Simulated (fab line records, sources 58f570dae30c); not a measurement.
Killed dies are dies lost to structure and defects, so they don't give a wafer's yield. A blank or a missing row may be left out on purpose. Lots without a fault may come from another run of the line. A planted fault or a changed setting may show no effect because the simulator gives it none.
Split-lot experiment | flow berkeley_cmos170 | 5 lots, 23 wafers read, on a route of 331 steps

THE SPLIT
At UCB170_NSD_IMPLANT_08, the setting dose_cm2 was moved away from the recipe's 3e+15 on 10 of the 23 wafers read, by -7.0% to +2.8%. The other wafers ran this setting at the recipe's value.

FROM THE SPLIT TO THE READING: what the file shows between them, 3 steps
- UCB170_NSD_STRIP_09: strips in O2
- UCB170_NSD_CLEAN_11: cleans in SPM, time 600 s
- UCB170_SDANNEAL_RTA_01: time 5 s

THE READING
NSD_RS, in ohm/sq, at UCB170_SDANNEAL_RS_MEAS_03 (measures by four-point-probe). Fault-free wafers of this fab line usually give 37.28 ohm/sq, standard deviation 0.071 ohm/sq.

wafer  | tool, chamber at the split | dose_cm2 as run | against the recipe | NSD_RS, ohm/sq | against lot-mates on the recipe
L074.2 | implanter-02, 0            | 2.789e+15       | -7.0%              | 38.58          | +1.28
L074.3 | implanter-02, 0            | 2.789e+15       | -7.0%              | 38.57          | +1.27
L074.4 | implanter-02, 0            | 3e+15           | recipe             | 37.35          | -
L074.5 | implanter-02, 0            | 3e+15           | recipe             | 37.26          | -
L074.6 | implanter-02, 0            | 3e+15           | recipe             | 37.29          | -
L077.1 | implanter-02, 0            | 3e+15           | recipe             | 37.17          | -
L077.3 | implanter-02, 0            | 3e+15           | recipe             | 37.25          | -
L077.4 | implanter-02, 0            | 2.839e+15       | -5.4%              | 38.21          | +1.00
L077.5 | implanter-02, 0            | 2.839e+15       | -5.4%              | 38.17          | +0.96
L077.6 | implanter-02, 0            | 2.839e+15       | -5.4%              | 38.17          | +0.96
L078.1 | implanter-04, 0            | 3e+15           | recipe             | 37.40          | -
L078.2 | implanter-04, 0            | 2.918e+15       | -2.7%              | 37.76          | +0.30
L078.3 | implanter-04, 0            | 2.918e+15       | -2.7%              | 37.89          | +0.44
L078.4 | implanter-04, 0            | 2.918e+15       | -2.7%              | 37.86          | +0.41
L078.6 | implanter-04, 0            | 3e+15           | recipe             | 37.51          | -
L082.1 | implanter-03, 0            | 3e+15           | recipe             | 37.11          | -
L082.3 | implanter-03, 0            | 3e+15           | recipe             | 37.21          | -
L082.4 | implanter-03, 0            | 3e+15           | recipe             | 37.14          | -
L083.1 | implanter-04, 0            | 3.083e+15       | +2.8%              | 36.88          | -0.41
L083.2 | implanter-04, 0            | 3e+15           | recipe             | 37.31          | -
L083.3 | implanter-04, 0            | 3.083e+15       | +2.8%              | 36.78          | -0.51
L083.5 | implanter-04, 0            | 3e+15           | recipe             | 37.29          | -
L083.6 | implanter-04, 0            | 3e+15           | recipe             | 37.28          | -

THE FIT
A straight line over all 23 wafers: NSD_RS changes by -0.177 ohm/sq for each +1% of dose_cm2; r = -0.98; the points scatter about the line by 0.094 ohm/sq.
The same after taking each lot's own level away (the mean of its wafers on the recipe; 23 wafers): -0.177 ohm/sq for each +1%; r = -0.99; scatter 0.058 ohm/sq.
On that fit, the largest move of dose_cm2 shifts the reading by 1.2 ohm/sq.
The lots' own levels span 37.153 to 37.455 ohm/sq, that is 4.2 times the standard deviation above.
So the lot-to-lot level changes the slope little: the two slopes agree.
Check: with one of the wafers moved furthest among these (-7.0%) left out of the fit, the line predicts +1.23 ohm/sq for it against its lot-mates. It came out at +1.28 ohm/sq against them.

OTHER SPLITS ON THESE WAFERS
These wafers also went through other splits before the reading. Each is held against what the fit with the lots' levels taken away leaves over:
other split on the same wafers  | wafers away from the commonest value | r with NSD_RS (lot level and that fit taken away)
UCB170_GATE_PEB_10 peb_temp_c   | 9                                    | +0.02
UCB170_NLDD_EXPOSE_03 dose_mj   | 8                                    | -0.01
UCB170_NLDD_IMPLANT_08 dose_cm2 | 8                                    | -0.10

THE WHOLE CHAIN: every reading that the file lists as answering this split, in the file's order
step                       | what it does                 | reading                  | change (the file's fit)              | r (the file's)
UCB170_NSD_STRIP_09        | strips in O2                 | strip_time_to_endpoint_s | withheld for each +1% of the setting | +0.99
UCB170_SDANNEAL_RS_MEAS_03 | measures by four-point-probe | NSD_RS                   | -0.177 for each +1% of the setting   | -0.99

THE FILE'S OWN FIT
NSD_RS changes by -0.177 ohm/sq for each +1% of dose_cm2, r = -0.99.
